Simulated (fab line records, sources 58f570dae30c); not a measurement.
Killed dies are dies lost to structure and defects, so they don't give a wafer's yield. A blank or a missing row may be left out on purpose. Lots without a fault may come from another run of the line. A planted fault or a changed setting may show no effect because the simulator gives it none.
A struck lot beside a sound one | flow berkeley_cmos170 | 14 steps out of a route of 331
Sound: wafers L698.1, L698.2, L698.6. Struck: wafers L713.1, L713.4, L713.6. The cause comes at the end.
At each step with rows: each side's tool, then ch and its chambers, then its first start. Under that, the readings that differ: sound wafers | struck wafers | difference of the means | sigmas: that difference in standard deviations of wafers without a fault.
alike: readings whose means differ by less than 2 such deviations, and words and numbers that are the same on both sides. not compared: withheld readings, readings that some wafer has no value for, bounds like >300 that may hide the same value, and numbers for which the record gives no deviation and whose values overlap.
The two part at a step that has a row with sigmas, a row that says differs or no value, or rows on one side only. Numbers that don't overlap but have no deviation are shown without sigmas and don't part them. A reading that every wafer of one side lacks parts them only if that side has two wafers or more.

UCB170_NLDD_STRIP_10: strips in O2.
  sound on plasma_asher-04 ch 0,1, day 8 01:39; struck on plasma_asher-03 ch 0,1, day 10 10:33
  alike: drypump_motor_current_A, oes_product_au, strip_time_to_endpoint_s
  not compared: rf_hours_counter_h
UCB170_NLDD_TW_MEAS_11:
  sound on film_metro-01, day 8 01:45; struck on film_metro-01, day 10 10:40
  alike: NLDD_TW
then, 1 step without rows for these wafers: UCB170_NLDD_CLEAN_12 (cleans in SPM, time 600 s).
UCB170_SPACER_CVD_00: deposits SiO2 from TEOS/O2, target thk 376 nm, time 47 s.
  sound on pecvd-01 ch 1,2, day 8 02:08; struck on pecvd-01 ch 0,1,2, day 10 10:56
  alike: heater_power_w
UCB170_SPACER_THK_MEAS_01:
  sound on film_metro-01, day 8 02:11; struck on film_metro-04, day 10 10:59
  alike: SPACER_TEOS_THK
then, 1 step without rows for these wafers: UCB170_SPACER_ANNEAL_02 (time 1800 s).
UCB170_SPACER_ETCHBACK_03: etches SiO2 in CHF3/CF4/Ar, stops on Si, target depth 376 nm, time 100 s.
  sound on rie_diel-03 ch 0,2,3, day 8 07:05; struck on rie_diel-02 ch 1,3, day 10 13:14
  alike: drypump_motor_current_A, mfc_ar_sccm, oes_product_au, throttle_valve_pct
  not compared: rf_hours_counter_h
then, 5 steps without rows for these wafers: UCB170_PSD_HMDS_00 (prime time 60 s); UCB170_PSD_COAT_01 (resist thk 900 nm); UCB170_PSD_SOFTBAKE_02 (time 60 s); UCB170_PSD_EXPOSE_03 (exposes mask PSELECT MOD, target cd 1200 nm); UCB170_PSD_PEB_04.
UCB170_PSD_DEVELOP_05: develop time 45 s.
  sound on litho_track-01 ch 0, day 8 08:00; struck on litho_track-02, day 10 15:00
  no value came back on the struck wafers for chill_plate_temp_C (C), develop_time_s (s), resist_line_temp_C (C); on the sound wafers chill_plate_temp_C (C) reads 22.95 23.01 22.98
  reading                              | sound             | struck            | difference | sigmas
  model.KrF_of_PSD_COAT_01.thk_nm (nm) | 888.9 889.1 889.7 | 900.3 898.4 901.8 | +10.9      |
UCB170_PSD_CD_MEAS_06: target cd 1200 nm.
  sound on cd_sem-01, day 8 08:40; struck on cd_sem-01, day 10 15:37
  reading    | sound                | struck | difference                    | sigmas
  cd_nm (nm) | 1198.9 1199.0 1197.9 | - - -  | no value on the struck wafers |

WHERE THEY PART
First at UCB170_PSD_DEVELOP_05; last, within this record, at UCB170_PSD_CD_MEAS_06.

WHY: what the simulator had put in
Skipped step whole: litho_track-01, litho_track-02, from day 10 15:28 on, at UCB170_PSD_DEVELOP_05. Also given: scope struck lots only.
